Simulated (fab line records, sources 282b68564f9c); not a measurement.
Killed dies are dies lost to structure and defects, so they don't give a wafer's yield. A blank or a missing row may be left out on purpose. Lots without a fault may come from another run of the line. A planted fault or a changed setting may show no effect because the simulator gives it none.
Which tool did it? | flow rit_cmos | 14 lots, 42 wafers sampled, at 3 steps of a route of 202

WHAT THE GAUGES READ, wafer by wafer
RIT_ACTIVE_CD_MEAS_90: target cd 1400 nm. Usual: cd_nm 1399.4 nm, standard deviation 2.5.
lot  | measured    | on        | cd_nm (nm)           | flag
L601 | day 1 21:08 | cd_sem-01 | 1402.9 1404.5 1403.4 |
L602 | day 2 03:10 | cd_sem-02 | 1400.7 1398.1 1400.4 |
L604 | day 2 13:28 | cd_sem-01 | 1403.6 1400.3 1401.9 |
L605 | day 2 22:20 | cd_sem-02 | 1401.4 1399.0 1400.0 |
L611 | day 3 22:29 | cd_sem-01 | 1399.4 1400.2 1399.5 |
L612 | day 4 03:26 | cd_sem-01 | 1396.2 1399.1 1398.5 |
L613 | day 4 11:28 | cd_sem-01 | 1401.3 1400.6 1402.3 |
L615 | day 4 19:43 | cd_sem-02 | 1401.9 1400.8 1398.3 |
L617 | day 5 05:43 | cd_sem-01 | 1397.5 1400.2 1398.8 |
L618 | day 5 09:08 | cd_sem-01 | 1401.0 1403.9 1403.5 |
L619 | day 5 14:04 | cd_sem-01 | 1397.2 1395.7 1396.7 |
L620 | day 5 20:59 | cd_sem-01 | 1396.5 1394.5 1394.6 |
L621 | day 6 00:08 | cd_sem-02 | 1399.1 1401.1 1399.1 |
L623 | day 6 12:17 | cd_sem-01 | 1395.3 1394.6 1395.7 |

RIT_SPACER_THK_MEAS_04. Usual: SPACER_NITRIDE_THK 250.9 nm, standard deviation 2.1.
lot  | measured    | on            | SPACER_NITRIDE_THK (nm) | flag
L601 | day 3 10:23 | film_metro-01 | 250.3 252.1 250.3       |
L602 | day 3 10:43 | film_metro-02 | 254.5 251.9 253.1       |
L604 | day 4 05:45 | film_metro-04 | 254.2 255.1 256.1       |
L605 | day 4 08:26 | film_metro-01 | 251.2 253.7 253.3       |
L611 | day 5 09:33 | film_metro-02 | 248.3 245.7 246.9       |
L612 | day 5 16:55 | film_metro-01 | 253.1 252.9 251.0       |
L613 | day 5 19:11 | film_metro-02 | 253.9 254.5 254.0       |
L615 | day 6 07:50 | film_metro-04 | 249.6 247.2 247.0       |
L617 | day 6 13:45 | film_metro-02 | 251.0 249.0 248.4       |
L618 | day 6 23:49 | film_metro-04 | 252.9 252.4 250.8       |
L619 | day 7 04:49 | film_metro-02 | 252.3 251.5 251.9       |
L620 | day 7 15:09 | film_metro-04 | 250.9 251.5 249.6       |
L621 | day 7 21:24 | film_metro-04 | 249.9 250.0 247.8       |
L623 | day 8 06:51 | film_metro-04 | 252.6 250.4 252.3       |

WHICH TOOL RAN EACH LOT (tool, then ch and the chambers of the sampled wafers, then the start)
lot  | RIT_PWELL_STRIP_09
L601 | plasma_asher-01 ch 0,1, day 2 06:47
L602 | plasma_asher-02 ch 0,1, day 2 10:20
L604 | plasma_asher-02 ch 0,1, day 3 02:02
L605 | plasma_asher-03 ch 0,1, day 3 06:25
L611 | plasma_asher-01 ch 0,1, day 4 07:19
L612 | plasma_asher-03 ch 0,1, day 4 14:08
L613 | plasma_asher-02 ch 0,1, day 4 18:56
L615 | plasma_asher-02 ch 1, day 5 03:35
L617 | plasma_asher-03 ch 0,1, day 5 13:02
L618 | plasma_asher-03 ch 0,1, day 5 17:11
L619 | plasma_asher-02 ch 0,1, day 6 00:01
L620 | plasma_asher-02 ch 0,1, day 6 05:41
L621 | plasma_asher-02 ch 0,1, day 6 12:07
L623 | plasma_asher-02 ch 0,1, day 6 22:34
- RIT_PWELL_STRIP_09: strips in O2, time 180 s.

WHAT THE TOOLS THEMSELVES READ (means of the sampled wafers that have a number; where no wafer has one, the mark that the record gives instead)
RIT_PWELL_STRIP_09. Usual: drypump_motor_current_A 5.85 A, standard deviation 0.22.
lot  | tool            | drypump_motor_current_A (A) | flag
L601 | plasma_asher-01 | 5.71                        |
L602 | plasma_asher-02 | 6.17                        |
L604 | plasma_asher-02 | 6.06                        |
L605 | plasma_asher-03 | 5.71                        |
L611 | plasma_asher-01 | 5.66                        |
L612 | plasma_asher-03 | 5.68                        |
L613 | plasma_asher-02 | 6.16                        |
L615 | plasma_asher-02 | 5.96                        |
L617 | plasma_asher-03 | 5.71                        |
L618 | plasma_asher-03 | 5.69                        |
L619 | plasma_asher-02 | 6.06                        |
L620 | plasma_asher-02 | 6.16                        |
L621 | plasma_asher-02 | 6.06                        |
L623 | plasma_asher-02 | 6.17                        |

THE ANSWER, worked out from the rows above alone
Rule: a lot is off if the mean of its wafers that have a number lies more than 3 standard deviations from the usual mean. A lot without any number at a reading at which 4 lots or more have one is off too. The other lots that the step has rows for count as sound. The gauges are gone through in route order, then the tools' own readings, and for those a lot's mean is taken as printed above. The first step at which some lot is off is used, and at that step the reading that is off furthest; a lot without a number counts as furthest.
No lot is off at any reading shown: from this, nothing can be told.

WHAT THE SIMULATOR HAD PUT IN
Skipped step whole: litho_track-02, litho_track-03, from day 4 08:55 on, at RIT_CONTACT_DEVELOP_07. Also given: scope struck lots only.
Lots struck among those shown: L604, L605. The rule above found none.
